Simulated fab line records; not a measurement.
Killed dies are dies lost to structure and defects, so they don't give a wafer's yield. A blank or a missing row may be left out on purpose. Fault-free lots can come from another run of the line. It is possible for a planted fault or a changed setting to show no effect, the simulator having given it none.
One fault seen from 2 desks :: flow rit-cmos :: each desk has only its own numbers; what lay behind them comes last

## AT THE TOOL OWNER'S DESK: implanter-04
The tool's own readings at RIT_NWELL_IMPLANT_08: means of the sampled wafers that have a number, for each lot that ran on this tool. A lot is out of limits, marked OUT, if its mean lies more than 4 standard deviations from the usual mean; the brackets give that distance.
Columns: A = beam-energy-keV at RIT_NWELL_IMPLANT_08, usual 170.00; B = beam-on-s at RIT_NWELL_IMPLANT_08, usual 10.00 s
lot: L520
first seen here: day 4 09:17
A: 170.07
B: 10.10

lot: L528
first seen here: day 5 22:29
A: 163.58 (-99 or more) OUT
B: 10.12

lot: L530
first seen here: day 6 13:16
A: 163.41 (-99 or more) OUT
B: 10.08
Finding of this desk: L528, L530 out of limits; the first was L528 at day 5 22:29, on beam-energy-keV at RIT_NWELL_IMPLANT_08. L520: within limits.

## METROLOGY DESK
What the gauges read for every lot (on any tool): the sampled wafers with a number, averaged. A lot is out of limits, marked OUT, if its mean lies more than 4 standard deviations from the usual mean; the brackets give that distance.
Columns: A = FOX2_OXIDE_THK at RIT_FOX2_THK_MEAS_01, usual 351 nm; B = FIELD_OXIDE_LEFT_1_THK at RIT_FOX2_THK_MEAS_90, usual 324 nm; C = NWELL_OVL at RIT_NWELL_OVL_MEAS_06, usual 0.7 nm
lot: L510
first seen here: day 2 11:36
A: 346
B: 318
C: 1.2

lot: L513
first seen here: day 3 03:45
A: 344
B: 317
C: 1.1

lot: L520
first seen here: day 4 06:53
A: 351
B: 323
C: 0.8

lot: L528
first seen here: day 5 19:55
A: 347
B: 320
C: 0.5

lot: L530
first seen here: day 6 10:41
A: 353
B: 326
C: 0.2

lot: L531
first seen here: day 6 12:36
A: 351
B: 324
C: 0.1
This desk's finding: nothing out of limits on any of the 6 lots.

## TAKEN TOGETHER
The tool owner's desk had the chance to raise an alarm at day 5 22:29 on L528, L530.
At the metrology desk, nothing out of limits was observed.
The metrology desk has L528, L530 on record, within its limits.
Of the lots named, all ran RIT_NWELL_IMPLANT_08 on implanter-04.

## WHAT THE SIMULATOR PUT IN
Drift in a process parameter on implanter-04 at RIT_NWELL_IMPLANT_08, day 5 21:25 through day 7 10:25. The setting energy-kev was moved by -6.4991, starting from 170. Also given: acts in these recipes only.
Lots struck among those shown: L528, L530.
Hours from the fault's start to each desk's first reading out of limits: the tool owner's desk, 1.
